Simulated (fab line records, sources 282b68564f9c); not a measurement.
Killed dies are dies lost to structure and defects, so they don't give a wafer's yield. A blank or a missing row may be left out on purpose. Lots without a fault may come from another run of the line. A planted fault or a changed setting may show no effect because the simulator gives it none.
Which tool did it? | flow rit_cmos | 14 lots, 42 wafers sampled, at 4 steps of a route of 202

WHAT THE GAUGES READ, wafer by wafer
RIT_ACTIVE_THK_MEAS_02.
lot  | measured    | on            | ACTIVE_OXIDE_THK (nm)
L293 | day 1 14:52 | film_metro-02 | 48.8 48.7 49.7
L294 | day 1 17:19 | film_metro-02 | 50.9 50.9 50.9
L295 | day 1 22:07 | film_metro-04 | 48.5 49.9 48.8
L296 | day 2 03:17 | film_metro-04 | 47.4 47.7 49.0
L297 | day 2 09:20 | film_metro-03 | 51.2 52.0 51.0
L298 | day 2 13:04 | film_metro-04 | 48.1 48.4 48.2
L300 | day 3 00:08 | film_metro-04 | 48.7 49.7 49.2
L301 | day 3 04:47 | film_metro-02 | 48.7 49.9 49.3
L302 | day 3 09:46 | film_metro-04 | 50.9 51.1 50.4
L303 | day 3 15:15 | film_metro-02 | 47.3 47.9 47.2
L304 | day 3 19:26 | film_metro-02 | 51.8 51.5 51.6
L307 | day 4 10:18 | film_metro-02 | 48.5 49.2 48.8
L315 | day 6 02:04 | film_metro-04 | 50.9 50.4 50.4
L316 | day 6 07:58 | film_metro-02 | 51.5 51.5 51.2

RIT_PRETRO_OVL_MEAS_06.
lot  | measured    | on         | PRETRO_OVL (nm)
L293 | day 2 10:12 | overlay-02 | 0.3 0.1 1.6
L294 | day 2 12:16 | overlay-02 | -0.2 -0.4 0.0
L295 | day 2 18:02 | overlay-01 | 0.7 1.1 1.4
L296 | day 2 23:29 | overlay-02 | 1.8 0.3 0.8
L297 | day 3 05:46 | overlay-02 | 1.1 1.2 0.6
L298 | day 3 11:58 | overlay-01 | 0.5 -1.2 -1.3
L300 | day 3 19:45 | overlay-02 | -0.8 -0.2 -0.8
L301 | day 4 00:58 | overlay-02 | 1.1 1.6 0.3
L302 | day 4 09:02 | overlay-01 | 2.4 2.3 1.5
L303 | day 4 14:15 | overlay-01 | 0.4 0.3 0.9
L304 | day 4 14:34 | overlay-02 | 0.4 1.1 1.4
L307 | day 5 05:02 | overlay-02 | 1.1 0.5 -0.3
L315 | day 6 22:23 | overlay-02 | 0.2 1.3 0.2
L316 | day 7 05:06 | overlay-02 | -0.9 1.0 0.3

RIT_M1_CD_MEAS_90: target cd 2600 nm.
lot  | measured    | on        | cd_nm (nm)
L293 | day 3 10:08 | cd_sem-02 | 2597.6 2600.5 2599.8
L294 | day 3 12:40 | cd_sem-01 | 2597.7 2597.8 2600.0
L295 | day 3 20:24 | cd_sem-01 | 2603.2 2598.2 2598.6
L296 | day 4 02:50 | cd_sem-02 | 2599.7 2596.2 2601.9
L297 | day 4 05:58 | cd_sem-02 | 2597.6 2598.0 2598.2
L298 | day 4 15:29 | cd_sem-02 | 2601.9 2605.5 2602.5
L300 | day 4 21:19 | cd_sem-01 | 2601.5 2601.0 2600.8
L301 | day 5 04:10 | cd_sem-01 | 2598.7 2602.5 2603.9
L302 | day 5 10:27 | cd_sem-01 | 2600.7 2601.2 2600.8
L303 | day 5 15:15 | cd_sem-01 | 2597.0 2599.5 2598.7
L304 | day 5 17:29 | cd_sem-01 | 2595.5 2601.8 2599.8
L307 | day 6 11:29 | cd_sem-02 | 2598.8 2602.3 2596.8
L315 | day 8 04:04 | cd_sem-01 | 2604.2 2605.0 2605.1
L316 | day 8 07:44 | cd_sem-01 | 2603.1 2603.9 2603.7

WHICH TOOL RAN EACH LOT (tool, then ch and the chambers of the sampled wafers, then the start)
lot  | RIT_SDANNEAL_RTA_03
L293 | rtp_anneal-02 ch 0, day 3 04:23
L294 | rtp_anneal-01 ch 0, day 3 06:58
L295 | rtp_anneal-02 ch 0, day 3 14:34
L296 | rtp_anneal-01 ch 0, day 3 21:07
L297 | rtp_anneal-02 ch 0, day 3 23:55
L298 | rtp_anneal-01 ch 0, day 4 09:38
L300 | rtp_anneal-01 ch 0, day 4 15:14
L301 | rtp_anneal-02 ch 0, day 4 22:34
L302 | rtp_anneal-01 ch 0, day 5 04:35
L303 | rtp_anneal-02 ch 0, day 5 09:28
L304 | rtp_anneal-01 ch 0, day 5 11:55
L307 | rtp_anneal-02 ch 0, day 6 05:02
L315 | rtp_anneal-02 ch 0, day 7 22:17
L316 | rtp_anneal-01 ch 0, day 8 02:01
- RIT_SDANNEAL_RTA_03: time 5 s.

WHAT THE TOOLS THEMSELVES READ (means of the sampled wafers that have a number; where no wafer has one, the mark that the record gives instead)
RIT_SDANNEAL_RTA_03.
lot  | tool          | ramp_up_c_per_s | wafer_temp_C_max
L293 | rtp_anneal-02 | 341.96          | 1053.9
L294 | rtp_anneal-01 | 341.97          | 1052.8
L295 | rtp_anneal-02 | 342.02          | 1052.2
L296 | rtp_anneal-01 | 342.03          | 1053.4
L297 | rtp_anneal-02 | 342.05          | 1053.4
L298 | rtp_anneal-01 | 342.01          | 1053.9
L300 | rtp_anneal-01 | 341.99          | 1053.7
L301 | rtp_anneal-02 | 342.02          | 1053.6
L302 | rtp_anneal-01 | 342.00          | 1053.8
L303 | rtp_anneal-02 | 342.02          | 1052.8
L304 | rtp_anneal-01 | 342.00          | 1053.9
L307 | rtp_anneal-02 | 342.02          | 1052.8
L315 | rtp_anneal-02 | 342.00          | 1053.7
L316 | rtp_anneal-01 | 341.97          | 1052.8

THE ANSWER, worked out from the rows above alone
Rule: what is usual is taken from the lots themselves. Put in order of their means at a reading, lots are off if they are a third of the lots or fewer, leave a main group of 4 or more, and stand apart from it by a gap of 3 or more times the standard deviation of the main group's means; of several such gaps the widest counts. A main group whose means are all the same, to the digits that the tables above print for the reading, isn't used. A lot without any number at a reading at which 4 lots or more have one is off too. The other lots that the step has rows for count as sound. The gauges are gone through in route order, then the tools' own readings, and for those a lot's mean is taken as printed above. The first step at which some lot is off is used, and at that step the reading that is off furthest; a lot without a number counts as furthest.
No lot is off at any reading shown: from this, nothing can be told.

WHAT THE SIMULATOR HAD PUT IN
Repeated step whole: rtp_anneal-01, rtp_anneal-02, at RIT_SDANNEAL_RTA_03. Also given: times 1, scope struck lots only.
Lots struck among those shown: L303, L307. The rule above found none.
